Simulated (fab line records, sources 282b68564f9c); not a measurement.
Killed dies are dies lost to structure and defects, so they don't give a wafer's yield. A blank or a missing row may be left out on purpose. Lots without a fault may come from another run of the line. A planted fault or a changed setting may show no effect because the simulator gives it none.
Problem report in the 8D (eight disciplines) form, filled by code | flow rit_cmos | the parts of the form that need people (team, actions taken, sign-off) are left out

1. THE PROBLEM
cd_nm at RIT_GATE_CD_MEAS_16 reads a mean of 68 nm on 6 wafers of 2 lots; wafers without a fault read 149 nm with a standard deviation of 3. That is -27 standard deviations from the usual mean.
The step: target cd 150 nm.
First seen on wafer L853.3, day 4 14:52, on cd_sem-01. The record holds 42 wafers of 14 lots with a number at this step. Rule for "out", or "out of limits": more than 4 standard deviations from the usual mean. The other wafers with a number count as sound.

2. WHAT IT IS AND WHAT IT IS NOT
question                    | is                     | is not
which readings at this step | cd_nm                  | -
which lots                  | L853, L857             | L843, L844, L845, L846, L847, L848, L849, L860, L862, L863, L864, L866
which wafers of those lots  | all that have a number | -
read on which gauges        | cd_sem-01              | cd_sem-02
when                        | from day 4 14:52       | up to then (21 sound wafers); but 15 sound wafers of L860, L862, L863, L864, L866 came after

3. SUSPECTS, AND WHAT RULES EACH OUT
Counting: a tool at a process step up to the reading stays a suspect if it ran every lot that is out and no sound lot after the first of them.
- the gauge at RIT_GATE_CD_MEAS_16: kept. All the wafers that are out were read on cd_sem-01, and no step on other tools shows them out.
- litho_track-02 at RIT_GATE_COAT_11 (resist thk 850 nm): kept. It ran every lot that is out, first L853 (day 4 14:11), and no sound lot after that; its last sound lot up to then is L849 (day 3 22:22).
Left after counting: litho_track-02 at RIT_GATE_COAT_11, cd_sem-01 at RIT_GATE_CD_MEAS_16.

4. THE CAUSE (what the simulator had put in)
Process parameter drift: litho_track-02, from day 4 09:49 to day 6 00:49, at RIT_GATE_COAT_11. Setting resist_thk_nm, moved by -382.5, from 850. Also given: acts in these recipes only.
Counting left 2 suspects, and this tool is among them.

5. THE CHAIN OF EFFECTS, in route order
Each row: a reading whose mean over the struck wafers that have a number lies more than 3 standard deviations from the usual. Only readings for which the record gives a usual standard deviation are gone through. hours: the time from each lot's start at the first step in this table that gives one to its start at this step, as a median over the lots. sigmas: the change in usual standard deviations.
hours | step                | reading | usual  | on struck wafers | change | sigmas
0     | RIT_GATE_CD_MEAS_16 | cd_nm   | 149 nm | 68               | -81    | -27

6. WHAT WOULD HAVE CAUGHT IT SOONER
In this record the first reading out of limits at a measuring or inspecting step was taken at day 4 14:52, 5 hours after the fault began at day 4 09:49.
Of the tool readings at RIT_GATE_COAT_11 for which the record gives a usual standard deviation, none was out on any struck wafer, so an alarm limit of 4 standard deviations on them would not have fired.
Of the lots that are out (2), L857 began RIT_GATE_COAT_11 on litho_track-02 after day 4 14:52. A hold on the tool at that time would have spared it.
